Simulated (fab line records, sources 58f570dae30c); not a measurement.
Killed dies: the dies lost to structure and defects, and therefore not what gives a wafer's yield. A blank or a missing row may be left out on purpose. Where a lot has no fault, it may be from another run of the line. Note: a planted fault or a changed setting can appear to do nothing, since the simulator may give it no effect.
A single fault, viewed from 2 desks / flow berkeleyCmos170 / each desk has only its own numbers; what lay behind them comes last

THE TOOL OWNER'S DESK: implanter-04
The tool's own readings at UCB170_NWELL_IMPLANT_14: means of the sampled wafers that have a number, for each lot that ran on this tool. The brackets show how far a lot's mean lies from the usual mean; more than 4 standard deviations puts the lot out of limits, marked OUT.
Columns: A = doseIonsCm2 at UCB170_NWELL_IMPLANT_14, usual 9.998e+12
lot=L773; first seen here=day 2 12:48; A=9.991e+12
lot=L774; first seen here=day 2 18:10; A=9.997e+12
lot=L782; first seen here=day 4 11:35; A=1.041e+13 (+37) OUT
lot=L786; first seen here=day 5 04:20; A=1.039e+13 (+36) OUT
This desk finds L782, L786 out of limits, L782 being first, at day 4 11:35 (doseIonsCm2 at UCB170_NWELL_IMPLANT_14). L773, L774 stayed within limits.

METROLOGY DESK
Means of the sampled wafers that have a number, per lot and without regard to the tool the lot ran on: this is what the gauges read. The brackets show how far a lot's mean lies from the usual mean; more than 4 standard deviations puts the lot out of limits, marked OUT.
Columns: A = cdNm at UCB170_GATE_CD_MEAS_12, usual 350.3 nm
lot=L773; first seen here=day 7 11:16; A=351.4
lot=L774; first seen here=day 7 23:36; A=348.4
lot=L777; first seen here=day 8 21:44; A=349.7
lot=L778; first seen here=day 8 21:56; A=351.9
lot=L782; first seen here=day 10 10:58; A=350.4
lot=L786; first seen here=day 11 06:31; A=351.3
lot=L789; first seen here=day 11 20:17; A=350.4
lot=L787; first seen here=day 11 20:32; A=350.5
lot=L790; first seen here=day 12 11:28; A=351.8
lot=L791; first seen here=day 12 21:15; A=349.5
lot=L792; first seen here=day 12 21:23; A=351.0
lot=L793; first seen here=day 13 10:20; A=350.3
lot=L796; first seen here=day 13 16:02; A=350.7
lot=L795; first seen here=day 13 16:09; A=351.0
This desk's verdict: no lot among the 14 shows anything out of limits.

BROUGHT TOGETHER
The tool owner's desk had the chance to raise an alarm at day 4 11:35 on L782, L786.
Nothing out of limits was seen by the metrology desk.
The metrology desk has L782, L786 on record, within its limits.
The lots listed all ran UCB170_NWELL_IMPLANT_14 on implanter-04.

WHAT HAD BEEN PUT IN BY THE SIMULATOR
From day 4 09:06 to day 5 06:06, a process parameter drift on implanter-04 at UCB170_NWELL_IMPLANT_14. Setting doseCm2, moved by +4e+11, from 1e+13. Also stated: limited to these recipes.
Struck lots among those shown: L782, L786.
Hours from the fault's start to each desk's first reading out of limits: the tool owner's desk, 2.
